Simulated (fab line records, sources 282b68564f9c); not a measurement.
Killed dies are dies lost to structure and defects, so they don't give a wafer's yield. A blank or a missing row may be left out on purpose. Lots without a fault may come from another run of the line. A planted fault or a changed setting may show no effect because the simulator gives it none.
Problem report in the 8D (eight disciplines) form, filled by code | flow rit_cmos | the parts of the form that need people (team, actions taken, sign-off) are left out

1. THE PROBLEM
spin_speed_rpm at RIT_M1_COAT_04 reads a mean of 1939.5 rpm on 9 wafers of 3 lots; wafers without a fault read 1999.9 rpm with a standard deviation of 1.3. That is -46 standard deviations from the usual mean.
The step: resist thk 1300 nm.
First seen on wafer L539.1, day 5 20:07, on litho_track-02. The record holds 45 wafers of 15 lots with a number at this step. Rule for "out", or "out of limits": more than 4 standard deviations from the usual mean. The other wafers with a number count as sound.

2. WHAT IT IS AND WHAT IT IS NOT
question                    | is                     | is not
which readings at this step | spin_speed_rpm         | exhaust_pa
which lots                  | L539, L540, L543       | L527, L528, L529, L531, L532, L533, L535, L537, L545, L547, L549, L550
which wafers of those lots  | all that have a number | -
read on which tools         | litho_track-02         | litho_track-01, litho_track-03
when                        | from day 5 20:07       | up to then (24 sound wafers); but 12 sound wafers of L545, L547, L549, L550 came after

3. SUSPECTS, AND WHAT RULES EACH OUT
Counting: a tool at a process step up to the reading stays a suspect if it ran every lot that is out and no sound lot after the first of them.
- litho_track-02 at RIT_M1_COAT_04 (resist thk 1300 nm): kept. It ran every lot that is out, first L539 (day 5 20:07), and no sound lot after that; its last sound lot up to then is L535 (day 5 01:40). Its own readings are out on those wafers: spin_speed_rpm.
Left after counting: litho_track-02 at RIT_M1_COAT_04.

4. THE CAUSE (what the simulator had put in)
Process parameter drift: litho_track-02, from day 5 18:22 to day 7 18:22, at RIT_M1_COAT_04. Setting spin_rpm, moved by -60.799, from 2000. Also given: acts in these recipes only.
Counting left only this tool.

5. THE CHAIN OF EFFECTS, in route order
Each row: a reading whose mean over the struck wafers that have a number lies more than 3 standard deviations from the usual. Only readings for which the record gives a usual standard deviation are gone through. hours: the time from each lot's start at the first step in this table that gives one to its start at this step, as a median over the lots. sigmas: the change in usual standard deviations.
hours | step           | reading        | usual      | on struck wafers | change | sigmas
0     | RIT_M1_COAT_04 | spin_speed_rpm | 1999.9 rpm | 1939.5           | -60.4  | -46
The process steps in it:
- RIT_M1_COAT_04: resist thk 1300 nm.

6. WHAT WOULD HAVE CAUGHT IT SOONER
In this record the first reading out of limits was taken at day 5 20:07, 2 hours after the fault began at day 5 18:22.
